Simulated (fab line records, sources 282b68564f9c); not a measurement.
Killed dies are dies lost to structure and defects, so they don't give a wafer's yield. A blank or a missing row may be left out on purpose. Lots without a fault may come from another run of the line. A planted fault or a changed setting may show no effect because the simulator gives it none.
One fault seen from 2 desks | flow rit_cmos | each desk has only its own numbers; what lay behind them comes last

THE TOOL OWNER'S DESK: litho_track-02
The tool's own readings at RIT_NRETRO_COAT_01 (resist thk 1300 nm): means of the sampled wafers that have a number, for each lot that ran on this tool. A lot is out of limits, marked OUT, if its mean lies more than 4 standard deviations from the usual mean; the brackets give that distance.
Columns: A = spin_speed_rpm at RIT_NRETRO_COAT_01, usual 1999.9 rpm
lot  | first seen here | A
L213 | day 2 13:45     | 2000.1
L219 | day 4 02:10     | 1848.5 (-89) OUT
L220 | day 4 04:57     | 1851.1 (-88) OUT
L222 | day 4 14:33     | 1849.0 (-89) OUT
This desk's finding: out of limits on L219, L220, L222; first on L219, day 4 02:10 (spin_speed_rpm at RIT_NRETRO_COAT_01). In limits: L213.

THE METROLOGY DESK
What the gauges read, lot by lot, whatever tool the lot ran on: means of the sampled wafers that have a number. A lot is out of limits, marked OUT, if its mean lies more than 4 standard deviations from the usual mean; the brackets give that distance.
Columns: A = PWELL_OVL at RIT_PWELL_OVL_MEAS_06, usual 1.2 nm; B = PWELL_TW at RIT_PWELL_TW_MEAS_10, usual 948; C = NWELL_RS at RIT_WELLDRIVE_RS_MEAS_01, usual 273.1 ohm/sq; D = PWELL_RS at RIT_WELLDRIVE_RS_MEAS_02, usual 429.6 ohm/sq; E = NRETRO_OVL at RIT_NRETRO_OVL_MEAS_06, usual -0.2 nm
lot  | first seen here | A    | B   | C     | D     | E
L213 | day 2 06:10     | 1.2  | 954 | 272.6 | 429.7 | -0.3
L219 | day 3 17:24     | 0.7  | 943 | 271.9 | 427.3 | -0.8
L220 | day 3 21:23     | 1.6  | 957 | 273.7 | 430.1 | 0.4
L222 | day 4 07:56     | 0.4  | 945 | 272.5 | 429.1 | -2.2
L227 | day 5 04:23     | 4.4  | 949 | 273.8 | 429.0 | -1.3
L232 | day 6 05:29     | 0.9  | 942 | 272.7 | 430.9 | -0.1
L233 | day 6 10:38     | -0.4 | 948 | 272.7 | 430.3 | -1.7
This desk's finding: nothing out of limits on any of the 7 lots.

PUT TOGETHER
The tool owner's desk could have raised an alarm at day 4 02:10, on L219, L220, L222.
The metrology desk saw nothing out of limits.
The metrology desk has L219, L220, L222 on record, within its limits.
Of the lots named, all ran RIT_NRETRO_COAT_01 on litho_track-02.

WHAT THE SIMULATOR HAD PUT IN
Process parameter drift: litho_track-02, from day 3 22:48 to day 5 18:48, at RIT_NRETRO_COAT_01. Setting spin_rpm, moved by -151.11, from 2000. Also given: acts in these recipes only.
Lots struck among those shown: L219, L220, L222.
Hours from the fault's start to each desk's first reading out of limits: the tool owner's desk, 3.
